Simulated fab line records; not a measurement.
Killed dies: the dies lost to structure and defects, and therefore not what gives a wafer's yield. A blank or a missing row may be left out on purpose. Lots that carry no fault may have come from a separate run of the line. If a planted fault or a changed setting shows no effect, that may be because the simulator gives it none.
Which tool was responsible? | flow berkeley cmos170 | Sampling: 15 lots, 45 wafers, 4 of 331 route steps

WHAT THE GAUGES SHOWED, per wafer
UCB170_M1_CD_MEAS_09: the cd target is 700 nm.
lot  | measured     | on        | cd nm (nm)
L781 | day 8 05:01  | cd sem-01 | 700.0 699.4 699.4
L780 | day 8 05:11  | cd sem-02 | 698.5 698.3 698.1
L782 | day 8 18:09  | cd sem-02 | 701.2 701.0 700.8
L783 | day 8 19:38  | cd sem-01 | 699.1 700.5 701.6
L785 | day 9 03:56  | cd sem-01 | 700.2 700.1 700.4
L786 | day 9 04:49  | cd sem-01 | 700.5 699.8 700.2
L788 | day 10 02:49 | cd sem-01 | 701.2 700.9 701.0
L789 | day 10 03:08 | cd sem-01 | 700.3 701.2 700.5
L787 | day 10 04:33 | cd sem-02 | 699.2 698.8 699.4
L791 | day 10 11:46 | cd sem-02 | 699.2 700.3 700.2
L792 | day 10 13:21 | cd sem-01 | 699.3 699.5 700.2
L793 | day 11 04:18 | cd sem-02 | 699.1 700.2 699.7
L798 | day 12 00:00 | cd sem-02 | 698.4 699.1 699.4
L802 | day 13 00:59 | cd sem-02 | 700.5 702.2 701.4
L803 | day 13 07:08 | cd sem-02 | 701.6 700.7 701.4

UCB170_M1_CD_MEAS_90: the cd target is 700 nm.
lot  | measured     | on        | cd nm (nm)
L781 | day 8 05:27  | cd sem-02 | 698.8 698.3 698.7
L780 | day 8 05:44  | cd sem-02 | 699.2 702.9 698.0
L782 | day 8 18:35  | cd sem-01 | 700.2 699.7 700.4
L783 | day 8 20:09  | cd sem-01 | 700.6 700.9 703.1
L785 | day 9 04:22  | cd sem-01 | 703.1 700.2 702.1
L786 | day 9 05:28  | cd sem-01 | 697.0 698.4 697.0
L788 | day 10 03:15 | cd sem-02 | 700.0 699.9 705.4
L789 | day 10 03:34 | cd sem-01 | 697.9 700.6 699.7
L787 | day 10 04:59 | cd sem-01 | 696.6 699.7 696.4
L791 | day 10 12:12 | cd sem-01 | 704.7 702.1 704.2
L792 | day 10 13:47 | cd sem-02 | 701.7 703.2 701.7
L793 | day 11 04:44 | cd sem-01 | 703.1 701.4 704.9
L798 | day 12 00:26 | cd sem-02 | 700.6 699.8 702.3
L802 | day 13 01:25 | cd sem-01 | 699.7 698.8 700.4
L803 | day 13 07:34 | cd sem-01 | 705.1 703.9 706.2

UCB170_V2_THK_MEAS_01.
lot  | measured     | on            | V2_TEOS_THK (nm)
L781 | day 8 14:18  | film metro-04 | 1961 1984 1991
L780 | day 8 14:34  | film metro-03 | 1974 1993 2013
L782 | day 9 01:19  | film metro-04 | 1975 1993 2000
L783 | day 9 03:22  | film metro-04 | 1982 1986 1992
L785 | day 9 11:01  | film metro-04 | 2007 1991 1998
L786 | day 9 13:09  | film metro-02 | 1972 2013 1959
L788 | day 10 11:43 | film metro-04 | 2029 2028 2032
L789 | day 10 12:44 | film metro-04 | 1983 1994 2020
L787 | day 10 12:52 | film metro-03 | 1980 2033 2017
L791 | day 10 19:44 | film metro-04 | 1995 1962 2040
L792 | day 10 23:53 | film metro-04 | 2029 2013 2039
L793 | day 11 12:20 | film metro-02 | 1960 1972 1990
L798 | day 12 09:20 | film metro-04 | 2002 2037 2040
L802 | day 13 09:05 | film metro-04 | 1983 1988 2069
L803 | day 13 15:23 | film metro-03 | 2028 2016 2015

TOOL THAT RAN EACH LOT (tool first, then ch and the chambers of the sampled wafers, then the start)
lot  | UCB170_CONTACT_STRIP_19
L781 | plasma asher-02 ch 0,1, day 8 03:17
L780 | plasma asher-01 ch 0,1, day 8 03:34
L782 | plasma asher-01 ch 0,1, day 8 15:50
L783 | plasma asher-02 ch 0,1, day 8 17:44
L785 | plasma asher-02 ch 0,1, day 9 02:27
L786 | plasma asher-02 ch 0,1, day 9 02:59
L788 | plasma asher-02 ch 0,1, day 10 00:44
L789 | plasma asher-04 ch 0,1, day 10 00:59
L787 | plasma asher-02 ch 0,1, day 10 02:52
L791 | plasma asher-02 ch 0, day 10 09:42
L792 | plasma asher-02 ch 0,1, day 10 11:37
L793 | plasma asher-02 ch 0,1, day 11 02:31
L798 | plasma asher-01 ch 0,1, day 11 22:19
L802 | plasma asher-04 ch 0,1, day 12 22:58
L803 | plasma asher-02 ch 0,1, day 13 05:00
- UCB170_CONTACT_STRIP_19: strips in O2.

AS READ BY THE TOOLS THEMSELVES (means over the sampled wafers that have a number; for cases with no such wafer, the mark the record gives instead)
UCB170_CONTACT_STRIP_19.
lot  | tool            | drypump motor current A (A) | oes product au (a.u.)
L781 | plasma asher-02 | 5.47                        | 0.727
L780 | plasma asher-01 | 5.89                        | 0.724
L782 | plasma asher-01 | 5.89                        | 0.726
L783 | plasma asher-02 | 5.45                        | 0.726
L785 | plasma asher-02 | 5.47                        | 0.721
L786 | plasma asher-02 | 5.35                        | 0.726
L788 | plasma asher-02 | 5.33                        | 0.725
L789 | plasma asher-04 | 5.64                        | 0.725
L787 | plasma asher-02 | 5.49                        | 0.723
L791 | plasma asher-02 | 5.59                        | 0.730
L792 | plasma asher-02 | 5.47                        | 0.727
L793 | plasma asher-02 | 5.47                        | 0.722
L798 | plasma asher-01 | 5.90                        | 0.729
L802 | plasma asher-04 | 5.65                        | 0.725
L803 | plasma asher-02 | 5.47                        | 0.729

THE ANSWER, worked out from the rows above alone
Rule: usual is defined by the lots themselves. Put in order of their means at a reading, lots are off if they are a third of the lots or fewer, leave a main group of 4 or more, and stand apart from it by a gap of 3 or more times the standard deviation of the main group's means; of several such gaps the widest counts. Not used: any main group whose means are identical at the precision the tables above print for the reading. A lot without any number at a reading at which 4 lots or more have one is off too. The other lots that the step has rows for count as sound. First the gauges in route order, then the tools' own readings, where a lot's mean is used as printed above. The first step at which some lot is off is used, and at that step the reading that is off furthest; a lot without a number counts as furthest.
None of the lots is off at any reading shown; this tells nothing.

WHAT HAD BEEN PUT IN BY THE SIMULATOR
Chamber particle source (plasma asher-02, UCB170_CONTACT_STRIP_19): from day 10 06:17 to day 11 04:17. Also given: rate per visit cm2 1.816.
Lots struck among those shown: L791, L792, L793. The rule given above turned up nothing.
